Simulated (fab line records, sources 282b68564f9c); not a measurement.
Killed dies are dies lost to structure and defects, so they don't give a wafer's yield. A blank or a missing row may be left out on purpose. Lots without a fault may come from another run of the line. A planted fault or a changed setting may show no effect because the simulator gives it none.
Which tool did it? | flow rit_cmos | 13 lots, 39 wafers sampled, at 5 steps of a route of 202

WHAT THE GAUGES READ, wafer by wafer
RIT_NWELL_OVL_MEAS_06.
lot  | measured    | on         | NWELL_OVL (nm)
L621 | day 1 21:14 | overlay-01 | 0.3 -0.1 0.2
L623 | day 2 09:01 | overlay-01 | -0.1 0.7 1.0
L624 | day 2 15:23 | overlay-01 | -2.0 -2.8 -1.5
L625 | day 3 00:56 | overlay-02 | -1.2 -0.5 -1.3
L626 | day 3 04:54 | overlay-02 | 2.0 0.1 0.5
L627 | day 3 08:18 | overlay-02 | -1.8 -1.9 0.0
L628 | day 3 12:48 | overlay-01 | 1.7 1.2 0.7
L629 | day 3 16:53 | overlay-02 | -1.4 -2.0 -0.7
L630 | day 3 20:41 | overlay-02 | -0.3 0.8 0.6
L631 | day 4 00:53 | overlay-01 | -1.0 -0.9 -1.6
L632 | day 4 05:00 | overlay-01 | -1.7 -1.1 -0.5
L633 | day 4 14:05 | overlay-02 | -0.1 -0.6 -0.6
L636 | day 5 04:26 | overlay-02 | 3.6 2.4 4.1

RIT_PWELL_OVL_MEAS_06.
lot  | measured    | on         | PWELL_OVL (nm)
L621 | day 1 22:47 | overlay-01 | 0.0 0.2 -1.9
L623 | day 2 10:34 | overlay-02 | -1.4 -1.4 -2.2
L624 | day 2 17:07 | overlay-02 | -0.2 -0.9 0.5
L625 | day 3 02:29 | overlay-01 | -0.4 -1.7 -1.8
L626 | day 3 06:34 | overlay-01 | -0.8 -0.7 0.1
L627 | day 3 10:05 | overlay-02 | -0.9 0.1 1.5
L628 | day 3 14:21 | overlay-01 | -3.3 -3.0 -3.2
L629 | day 3 18:26 | overlay-02 | 0.8 -1.1 -0.2
L630 | day 3 22:22 | overlay-02 | 0.5 -0.6 -0.9
L631 | day 4 02:26 | overlay-01 | 0.5 -1.5 -1.2
L632 | day 4 06:33 | overlay-01 | -0.9 -0.4 0.1
L633 | day 4 15:47 | overlay-02 | -1.3 0.3 1.1
L636 | day 5 06:35 | overlay-02 | -2.9 -2.3 -2.0

RIT_REOX_THK_MEAS_04.
lot  | measured    | on            | REOX_OXIDE_THK (nm)
L621 | day 3 03:15 | film_metro-01 | 24.7 24.5 24.5
L623 | day 3 11:27 | film_metro-03 | 25.6 25.3 25.4
L624 | day 3 16:37 | film_metro-03 | 25.1 25.4 25.4
L625 | day 4 00:14 | film_metro-01 | 25.9 26.2 25.7
L626 | day 4 03:40 | film_metro-03 | 24.8 25.3 24.7
L627 | day 4 08:34 | film_metro-01 | 25.5 25.9 25.9
L628 | day 4 15:41 | film_metro-02 | 25.9 25.2 25.8
L629 | day 4 15:41 | film_metro-03 | 26.3 26.1 26.3
L630 | day 4 21:43 | film_metro-02 | 26.0 26.3 26.1
L631 | day 4 22:52 | film_metro-01 | 25.3 25.3 25.3
L632 | day 5 05:21 | film_metro-01 | 25.7 25.2 25.5
L633 | day 5 11:56 | film_metro-02 | 25.4 25.3 25.4
L636 | day 6 03:28 | film_metro-01 | 24.6 24.8 24.8

RIT_CONTACT_OVL_MEAS_09.
lot  | measured    | on         | CONTACT_OVL (nm)
L621 | day 3 14:13 | overlay-02 | 0.7 1.4 -0.3
L623 | day 3 23:01 | overlay-02 | 0.3 0.6 0.7
L624 | day 4 03:56 | overlay-01 | -2.2 -3.8 -2.5
L625 | day 4 11:29 | overlay-01 | -2.3 -1.7 -0.9
L626 | day 4 15:50 | overlay-01 | -2.9 -1.4 -3.0
L627 | day 4 20:07 | overlay-01 | -0.7 -1.2 -1.3
L628 | day 5 03:19 | overlay-02 | -1.6 -1.3 -2.9
L629 | day 5 03:42 | overlay-01 | -2.4 -2.8 -3.1
L630 | day 5 09:22 | overlay-01 | 1.1 2.0 0.4
L631 | day 5 10:47 | overlay-01 | -0.5 -1.0 -0.1
L632 | day 5 16:49 | overlay-02 | -2.6 -1.9 -3.0
L633 | day 5 23:06 | overlay-02 | 1.3 -0.7 1.1
L636 | day 6 15:02 | overlay-02 | -0.2 -0.3 -1.3

WHICH TOOL RAN EACH LOT (tool, then ch and the chambers of the sampled wafers, then the start)
lot  | RIT_NWELL_EXPOSE_03
L621 | iline_stepper-02 ch 0, day 1 20:49
L623 | iline_stepper-01 ch 0, day 2 08:35
L624 | iline_stepper-01 ch 0, day 2 14:58
L625 | iline_stepper-02 ch 0, day 3 00:30
L626 | iline_stepper-02 ch 0, day 3 04:29
L627 | iline_stepper-02 ch 0, day 3 07:52
L628 | iline_stepper-01 ch 0, day 3 12:23
L629 | iline_stepper-02 ch 0, day 3 16:26
L630 | iline_stepper-02 ch 0, day 3 20:17
L631 | iline_stepper-01 ch 0, day 4 00:29
L632 | iline_stepper-02 ch 0, day 4 04:36
L633 | iline_stepper-02 ch 0, day 4 13:40
L636 | iline_stepper-01 ch 0, day 5 04:01
- RIT_NWELL_EXPOSE_03: exposes mask M2, target cd 43900 nm.

WHAT THE TOOLS THEMSELVES READ (means of the sampled wafers that have a number; where no wafer has one, the mark that the record gives instead)
The record holds no such reading with a usual standard deviation.

THE ANSWER, worked out from the rows above alone
Rule: what is usual is taken from the lots themselves. Put in order of their means at a reading, lots are off if they are a third of the lots or fewer, leave a main group of 4 or more, and stand apart from it by a gap of 3 or more times the standard deviation of the main group's means; of several such gaps the widest counts. A main group whose means are all the same, to the digits that the tables above print for the reading, isn't used. A lot without any number at a reading at which 4 lots or more have one is off too. The other lots that the step has rows for count as sound. The gauges are gone through in route order, then the tools' own readings, and for those a lot's mean is taken as printed above. The first step at which some lot is off is used, and at that step the reading that is off furthest; a lot without a number counts as furthest.
No lot is off at any reading shown: from this, nothing can be told.

WHAT THE SIMULATOR HAD PUT IN
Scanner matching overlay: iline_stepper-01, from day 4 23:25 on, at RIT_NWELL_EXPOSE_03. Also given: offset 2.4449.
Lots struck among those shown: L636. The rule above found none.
